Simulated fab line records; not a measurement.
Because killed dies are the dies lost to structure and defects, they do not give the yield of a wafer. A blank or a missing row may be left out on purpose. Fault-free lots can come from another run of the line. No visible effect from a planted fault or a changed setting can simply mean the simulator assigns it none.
Which tool is to blame? || flow berkeley-cmos170 || 7 lots with 21 wafers sampled at 3 steps, on a route of 331 steps

## WHAT THE GAUGES SHOWED, per wafer
UCB170_PVT_TW_MEAS_09.
{"lot": "L245", "measured": "day 5 22:05", "on": "film-metro-01", "PVT_TW": "498 501 500"}
{"lot": "L251", "measured": "day 7 09:23", "on": "film-metro-02", "PVT_TW": "516 514 514"}
{"lot": "L254", "measured": "day 7 22:38", "on": "film-metro-01", "PVT_TW": "464 461 464"}
{"lot": "L256", "measured": "day 8 11:18", "on": "film-metro-02", "PVT_TW": "515 514 515"}
{"lot": "L261", "measured": "day 9 08:32", "on": "film-metro-02", "PVT_TW": "510 515 514"}
{"lot": "L263", "measured": "day 10 04:34", "on": "film-metro-02", "PVT_TW": "507 508 506"}
{"lot": "L266", "measured": "day 10 22:07", "on": "film-metro-01", "PVT_TW": "504 501 499"}

## EACH LOT AND THE TOOL THAT RAN IT (in order: tool; ch and the chambers of the sampled wafers; start)
{"lot": "L245", "UCB170_ACTIVE_ETCH_15": "rie-diel-02 ch 0,3, day 4 12:59", "UCB170_PVT_IMPLANT_07": "implanter-04 ch 0, day 5 21:50"}
{"lot": "L251", "UCB170_ACTIVE_ETCH_15": "rie-diel-03 ch 1,2,3, day 5 18:53", "UCB170_PVT_IMPLANT_07": "implanter-03 ch 0, day 7 09:08"}
{"lot": "L254", "UCB170_ACTIVE_ETCH_15": "rie-diel-02 ch 0,2,3, day 6 17:11", "UCB170_PVT_IMPLANT_07": "implanter-04 ch 0, day 7 22:23"}
{"lot": "L256", "UCB170_ACTIVE_ETCH_15": "rie-diel-02 ch 1,2, day 7 02:07", "UCB170_PVT_IMPLANT_07": "implanter-03 ch 0, day 8 11:04"}
{"lot": "L261", "UCB170_ACTIVE_ETCH_15": "rie-diel-04 ch 1,3, day 7 21:32", "UCB170_PVT_IMPLANT_07": "implanter-03 ch 0, day 9 08:19"}
{"lot": "L263", "UCB170_ACTIVE_ETCH_15": "rie-diel-02 ch 0,1,3, day 8 12:03", "UCB170_PVT_IMPLANT_07": "implanter-03 ch 0, day 10 04:20"}
{"lot": "L266", "UCB170_ACTIVE_ETCH_15": "rie-diel-04 ch 1,2, day 9 07:41", "UCB170_PVT_IMPLANT_07": "implanter-02 ch 0, day 10 21:53"}
- UCB170_ACTIVE_ETCH_15: etches Si3N4 in CH3F/Ar/O2, stops on SiO2, target depth 242 nm, time 151 s.
- UCB170_PVT_IMPLANT_07

## THE ANSWER, worked out from the rows above alone
Rule: what is usual is taken from the lots themselves. Put in order of their means at a reading, lots are off if they are a third of the lots or fewer, leave a main group of 4 or more, and stand apart from it by a gap of 3 or more times the standard deviation of the main group's means; of several such gaps the widest counts. A main group is skipped when, at the precision printed for the reading in the tables above, its means are all equal. Also off: a lot with no number at a reading for which 4 or more lots have one. Where the step has rows for the other lots, those lots are counted as sound.
Off: L254, seen at UCB170_PVT_TW_MEAS_09 (PVT_TW). The main group has a mean of 508 with a standard deviation of 6.2.
A tool fits if, at a process step before that reading, it ran every lot that is off, and no sound lot after the first of them. Those tools and the gauges at UCB170_PVT_TW_MEAS_09 are tried in the same way. One fits: implanter-04 at UCB170_PVT_IMPLANT_07. A fault onset in the window from L245 (day 5 21:50, its last sound lot) to L254 (day 7 22:23, its first lot off) fits.

## WHAT HAD BEEN PUT IN BY THE SIMULATOR
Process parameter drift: implanter-04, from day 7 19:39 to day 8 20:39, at UCB170_PVT_IMPLANT_07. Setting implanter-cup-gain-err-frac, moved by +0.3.
Struck lots among those shown: L254. The rule given above showed the same thing.
